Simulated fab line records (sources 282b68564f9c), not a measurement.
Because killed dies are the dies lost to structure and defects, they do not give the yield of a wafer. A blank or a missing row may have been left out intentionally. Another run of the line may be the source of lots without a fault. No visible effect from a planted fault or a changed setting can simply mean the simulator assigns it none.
Lot-split experiment || flow rit cmos || 5 lots, 23 wafers read, on a route of 202 steps

== ON THE SPLIT ==
At RIT_M1_METAL_ETCH_12 (etches Al in Cl2/BCl3, stops on SiO2, time 165 s, target depth 600 nm), the setting over etch frac was moved away from the recipe's 0.5 on 8 of the 23 wafers read, by -17.0% to +20.8%. The other wafers ran this setting at the recipe's value.

Reading taken at the split's own step.

== THE READING ==
NOVOLAK_of_M1_COAT_04.thk nm (the simulator's own value, which no gauge read), in nm, at RIT_M1_METAL_ETCH_12 (etches Al in Cl2/BCl3, stops on SiO2, time 165 s, target depth 600 nm). The file gives no usual value for it. Here, 15 wafers ran the recipe; their average is 807.0 nm with a standard deviation of 6.3 nm.

{"wafer": "L074.2", "tool, chamber at the split": "rie metal-04, 1", "over etch frac as run": 0.5, "against the recipe": "recipe", "NOVOLAK_of_M1_COAT_04.thk nm, nm": 802.9, "against lot-mates on the recipe": "-"}
{"wafer": "L074.3", "tool, chamber at the split": "rie metal-04, 1", "over etch frac as run": 0.6038, "against the recipe": "+20.8%", "NOVOLAK_of_M1_COAT_04.thk nm, nm": 780.1, "against lot-mates on the recipe": -24.5}
{"wafer": "L074.4", "tool, chamber at the split": "rie metal-04, 0", "over etch frac as run": 0.5, "against the recipe": "recipe", "NOVOLAK_of_M1_COAT_04.thk nm, nm": 803.8, "against lot-mates on the recipe": "-"}
{"wafer": "L074.5", "tool, chamber at the split": "rie metal-04, 1", "over etch frac as run": 0.6038, "against the recipe": "+20.8%", "NOVOLAK_of_M1_COAT_04.thk nm, nm": 778, "against lot-mates on the recipe": -26.6}
{"wafer": "L074.6", "tool, chamber at the split": "rie metal-04, 0", "over etch frac as run": 0.5, "against the recipe": "recipe", "NOVOLAK_of_M1_COAT_04.thk nm, nm": 807, "against lot-mates on the recipe": "-"}
{"wafer": "L076.1", "tool, chamber at the split": "rie metal-02, 1", "over etch frac as run": 0.5852, "against the recipe": "+17.0%", "NOVOLAK_of_M1_COAT_04.thk nm, nm": 772, "against lot-mates on the recipe": -29.3}
{"wafer": "L076.2", "tool, chamber at the split": "rie metal-02, 0", "over etch frac as run": 0.5852, "against the recipe": "+17.0%", "NOVOLAK_of_M1_COAT_04.thk nm, nm": 790.4, "against lot-mates on the recipe": -10.9}
{"wafer": "L076.3", "tool, chamber at the split": "rie metal-02, 0", "over etch frac as run": 0.5, "against the recipe": "recipe", "NOVOLAK_of_M1_COAT_04.thk nm, nm": 812.3, "against lot-mates on the recipe": "-"}
{"wafer": "L076.4", "tool, chamber at the split": "rie metal-02, 1", "over etch frac as run": 0.5852, "against the recipe": "+17.0%", "NOVOLAK_of_M1_COAT_04.thk nm, nm": 768, "against lot-mates on the recipe": -33.3}
{"wafer": "L076.6", "tool, chamber at the split": "rie metal-02, 1", "over etch frac as run": 0.5, "against the recipe": "recipe", "NOVOLAK_of_M1_COAT_04.thk nm, nm": 790.3, "against lot-mates on the recipe": "-"}
{"wafer": "L077.1", "tool, chamber at the split": "rie metal-04, 0", "over etch frac as run": 0.5, "against the recipe": "recipe", "NOVOLAK_of_M1_COAT_04.thk nm, nm": 811.5, "against lot-mates on the recipe": "-"}
{"wafer": "L077.2", "tool, chamber at the split": "rie metal-04, 0", "over etch frac as run": 0.5, "against the recipe": "recipe", "NOVOLAK_of_M1_COAT_04.thk nm, nm": 814.5, "against lot-mates on the recipe": "-"}
{"wafer": "L077.3", "tool, chamber at the split": "rie metal-04, 0", "over etch frac as run": 0.5, "against the recipe": "recipe", "NOVOLAK_of_M1_COAT_04.thk nm, nm": 808.8, "against lot-mates on the recipe": "-"}
{"wafer": "L077.5", "tool, chamber at the split": "rie metal-04, 0", "over etch frac as run": 0.5, "against the recipe": "recipe", "NOVOLAK_of_M1_COAT_04.thk nm, nm": 814, "against lot-mates on the recipe": "-"}
{"wafer": "L077.6", "tool, chamber at the split": "rie metal-04, 0", "over etch frac as run": 0.5, "against the recipe": "recipe", "NOVOLAK_of_M1_COAT_04.thk nm, nm": 811, "against lot-mates on the recipe": "-"}
{"wafer": "L082.2", "tool, chamber at the split": "rie metal-02, 0", "over etch frac as run": 0.415, "against the recipe": "-17.0%", "NOVOLAK_of_M1_COAT_04.thk nm, nm": 831.7, "against lot-mates on the recipe": "+27.1"}
{"wafer": "L082.3", "tool, chamber at the split": "rie metal-02, 1", "over etch frac as run": 0.415, "against the recipe": "-17.0%", "NOVOLAK_of_M1_COAT_04.thk nm, nm": 817.5, "against lot-mates on the recipe": "+12.9"}
{"wafer": "L082.4", "tool, chamber at the split": "rie metal-02, 0", "over etch frac as run": 0.415, "against the recipe": "-17.0%", "NOVOLAK_of_M1_COAT_04.thk nm, nm": 832.5, "against lot-mates on the recipe": "+27.9"}
{"wafer": "L082.5", "tool, chamber at the split": "rie metal-02, 0", "over etch frac as run": 0.5, "against the recipe": "recipe", "NOVOLAK_of_M1_COAT_04.thk nm, nm": 810.8, "against lot-mates on the recipe": "-"}
{"wafer": "L082.6", "tool, chamber at the split": "rie metal-02, 1", "over etch frac as run": 0.5, "against the recipe": "recipe", "NOVOLAK_of_M1_COAT_04.thk nm, nm": 798.5, "against lot-mates on the recipe": "-"}
{"wafer": "L083.1", "tool, chamber at the split": "rie metal-04, 0", "over etch frac as run": 0.5, "against the recipe": "recipe", "NOVOLAK_of_M1_COAT_04.thk nm, nm": 809.5, "against lot-mates on the recipe": "-"}
{"wafer": "L083.3", "tool, chamber at the split": "rie metal-04, 0", "over etch frac as run": 0.5, "against the recipe": "recipe", "NOVOLAK_of_M1_COAT_04.thk nm, nm": 806.1, "against lot-mates on the recipe": "-"}
{"wafer": "L083.4", "tool, chamber at the split": "rie metal-04, 1", "over etch frac as run": 0.5, "against the recipe": "recipe", "NOVOLAK_of_M1_COAT_04.thk nm, nm": 803.3, "against lot-mates on the recipe": "-"}

FIT RESULTS
A straight line over all 23 wafers: NOVOLAK_of_M1_COAT_04.thk nm changes by -1.42 nm for each +1% of over etch frac; r = -0.90; the points scatter about the line by 7.4 nm.
The same after taking each lot's own level away (the mean of its wafers on the recipe; 23 wafers): -1.33 nm for each +1%; r = -0.92; scatter 6.2 nm.
Per that fit: largest over etch frac move, reading shift of 28 nm.
The span of the lots' own levels, 801.30 to 811.96 nm, comes to 1.7 times the standard deviation stated above.
Consequently the slope shifts little with the lot-to-lot level, the two slopes agreeing.
Check: with one of the wafers moved furthest among these (+20.8%) left out of the fit, the line predicts -28.4 nm for it against its lot-mates. It came out at -24.5 nm against them.

== ADDITIONAL SPLITS CARRIED BY THESE WAFERS ==
These wafers also went through other splits before the reading. Each is held against what the fit with the lots' levels taken away leaves over:
{"other split on the same wafers": "RIT_NSD_COAT_01 spin rpm", "wafers away from the commonest value": 8, "r with NOVOLAK_of_M1_COAT_04.thk nm (lot level and that fit taken away)": "+0.45"}
{"other split on the same wafers": "RIT_NSD_IMPLANT_08 energy kev", "wafers away from the commonest value": 11, "r with NOVOLAK_of_M1_COAT_04.thk nm (lot level and that fit taken away)": -0.07}
{"other split on the same wafers": "RIT_SILICIDE_SPUTTER_01 power w", "wafers away from the commonest value": 11, "r with NOVOLAK_of_M1_COAT_04.thk nm (lot level and that fit taken away)": -0.12}
{"other split on the same wafers": "RIT_CONTACT_CVD_00 time s", "wafers away from the commonest value": 7, "r with NOVOLAK_of_M1_COAT_04.thk nm (lot level and that fit taken away)": "+0.07"}
{"other split on the same wafers": "RIT_CONTACT_DEVELOP_07 develop time s", "wafers away from the commonest value": 5, "r with NOVOLAK_of_M1_COAT_04.thk nm (lot level and that fit taken away)": -0.49}
{"other split on the same wafers": "RIT_M1_DEVELOP_08 develop time s", "wafers away from the commonest value": 10, "r with NOVOLAK_of_M1_COAT_04.thk nm (lot level and that fit taken away)": "+0.25"}

== FILE'S OWN FIT ==
NOVOLAK_of_M1_COAT_04.thk nm changes by -1.32 nm for each +1% of over etch frac, r = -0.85.
